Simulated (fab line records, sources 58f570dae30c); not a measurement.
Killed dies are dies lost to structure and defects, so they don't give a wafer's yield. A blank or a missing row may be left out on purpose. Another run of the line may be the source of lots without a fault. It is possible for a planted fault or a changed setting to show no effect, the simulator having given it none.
2 desks looking at one fault :: flow berkeleyCmos170 :: each desk holds nothing but its own numbers, with what lay behind them at the end

## FROM THE METROLOGY DESK
What the gauges read, lot by lot, whatever tool the lot ran on: means of the sampled wafers that have a number. Marked OUT: a lot whose mean sits more than 4 standard deviations from the usual mean, which makes it out of limits; the brackets give that distance.
Columns: A = FIELD_OXIDE_THK at UCB170_FIELD_THK_MEAS_02, usual 552 nm; B = FIELD_OXIDE_LEFT_1_THK at UCB170_FIELD_THK_MEAS_90, usual 436 nm; C = FIELD_OXIDE_LEFT_2_THK at UCB170_FIELD_THK_MEAS_91, usual 347 nm
lot: L424
first seen here: day 5 15:40
A: 565
B: 448
C: 359

lot: L422
first seen here: day 5 15:42
A: 563
B: 446
C: 357

lot: L425
first seen here: day 6 04:23
A: 563
B: 448
C: 360

lot: L427
first seen here: day 6 04:23
A: 550
B: 433
C: 345

lot: L429
first seen here: day 6 14:26
A: 548
B: 432
C: 344

lot: L430
first seen here: day 7 06:17
A: 566
B: 449
C: 361

lot: L431
first seen here: day 7 06:17
A: 557
B: 441
C: 353

lot: L432
first seen here: day 7 13:49
A: 554
B: 437
C: 349

lot: L434
first seen here: day 7 13:50
A: 538
B: 421
C: 333

lot: L433
first seen here: day 7 13:50
A: 565
B: 448
C: 358

lot: L435
first seen here: day 8 01:07
A: 469 (-7.5) OUT
B: 351 (-7.7) OUT
C: 263 (-7.6) OUT

lot: L436
first seen here: day 8 01:08
A: 460 (-8.4) OUT
B: 345 (-8.3) OUT
C: 256 (-8.3) OUT

lot: L437
first seen here: day 8 12:08
A: 447 (-9.6) OUT
B: 331 (-9.5) OUT
C: 243 (-9.5) OUT

lot: L445
first seen here: day 10 01:37
A: 551
B: 433
C: 345
This desk's finding: out of limits on L435, L436, L437; first on L435, day 8 01:07 (FIELD_OXIDE_THK at UCB170_FIELD_THK_MEAS_02). In limits: L424, L422, L425, L427, L429, L430, L431, L432, L434, L433, L445.

## DESK OF THE TOOL OWNER: furnace-02
The tool's own readings at UCB170_FIELD_OXIDATION_01 (target thk 558.3 nm, ox time 7200 s): means of the sampled wafers that have a number, for each lot that ran on this tool. Marked OUT: a lot whose mean sits more than 4 standard deviations from the usual mean, which makes it out of limits; the brackets give that distance.
Columns: A = spikeTcCentreC at UCB170_FIELD_OXIDATION_01, usual 1003.6 C; B = spikeTcLoadC at UCB170_FIELD_OXIDATION_01, usual 1022.7 C; C = spikeTcSourceC at UCB170_FIELD_OXIDATION_01, usual 1023.1 C; D = tubeCenterTempC at UCB170_FIELD_OXIDATION_01, usual 1000 C; E = tube_center_temp_C_max at UCB170_FIELD_OXIDATION_01, usual 1002.5; F = zonePowerCentrePct at UCB170_FIELD_OXIDATION_01, usual 43.7 %; G = zonePowerSourcePct at UCB170_FIELD_OXIDATION_01, usual 30.2 %
lot: L425
first seen here: day 6 01:23
A: 1004.7
B: 1021.4
C: 1021.0
D: 1000
E: 1002.4
F: 42.6
G: 30.1

lot: L427
first seen here: day 6 01:23
A: 1004.4
B: 1022.8
C: 1021.3
D: 1000
E: 1002.3
F: 43.1
G: 30.0

lot: L432
first seen here: day 7 10:48
A: 1004.5
B: 1021.1
C: 1020.7
D: 1000
E: 1002.5
F: 42.8
G: 30.1

lot: L433
first seen here: day 7 10:48
A: 1003.3
B: 1020.8
C: 1021.2
D: 1000
E: 1002.5
F: 42.7
G: 30.0

lot: L434
first seen here: day 7 10:48
A: 1003.6
B: 1022.1
C: 1021.9
D: 1000
E: 1002.4
F: 42.3
G: 29.9

lot: L435
first seen here: day 7 22:05
A: 979.2 (-15) OUT
B: 996.5 (-15) OUT
C: 995.9 (-10) OUT
D: 975 (-99 or more) OUT
E: 977.7 (-55) OUT
F: 41.5
G: 28.4

lot: L436
first seen here: day 7 22:05
A: 978.6 (-16) OUT
B: 996.2 (-15) OUT
C: 996.0 (-10) OUT
D: 975 (-99 or more) OUT
E: 977.7 (-55) OUT
F: 41.2
G: 28.4

lot: L437
first seen here: day 8 09:07
A: 979.3 (-15) OUT
B: 997.3 (-14) OUT
C: 996.1 (-10) OUT
D: 975 (-99 or more) OUT
E: 977.3 (-56) OUT
F: 41.6
G: 28.5
This desk's finding: out of limits on L435, L436, L437; first on L435, day 7 22:05 (spikeTcCentreC at UCB170_FIELD_OXIDATION_01). In limits: L425, L427, L432, L433, L434.

## ALL TOGETHER
An alarm could have come from the tool owner's desk at day 7 22:05, on L435, L436, L437.
At day 8 01:07 the metrology desk could have sounded an alarm, on L435, L436, L437.
Of the lots named, all ran UCB170_FIELD_OXIDATION_01 on furnace-02.

## WHAT THE SIMULATOR HAD PUT IN
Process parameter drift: furnace-02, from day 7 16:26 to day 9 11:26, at UCB170_FIELD_OXIDATION_01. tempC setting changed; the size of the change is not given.
Struck lots among those shown: L435, L436, L437.
Hours from the fault's start to each desk's first reading out of limits: the tool owner's desk, 6; the metrology desk, 9.
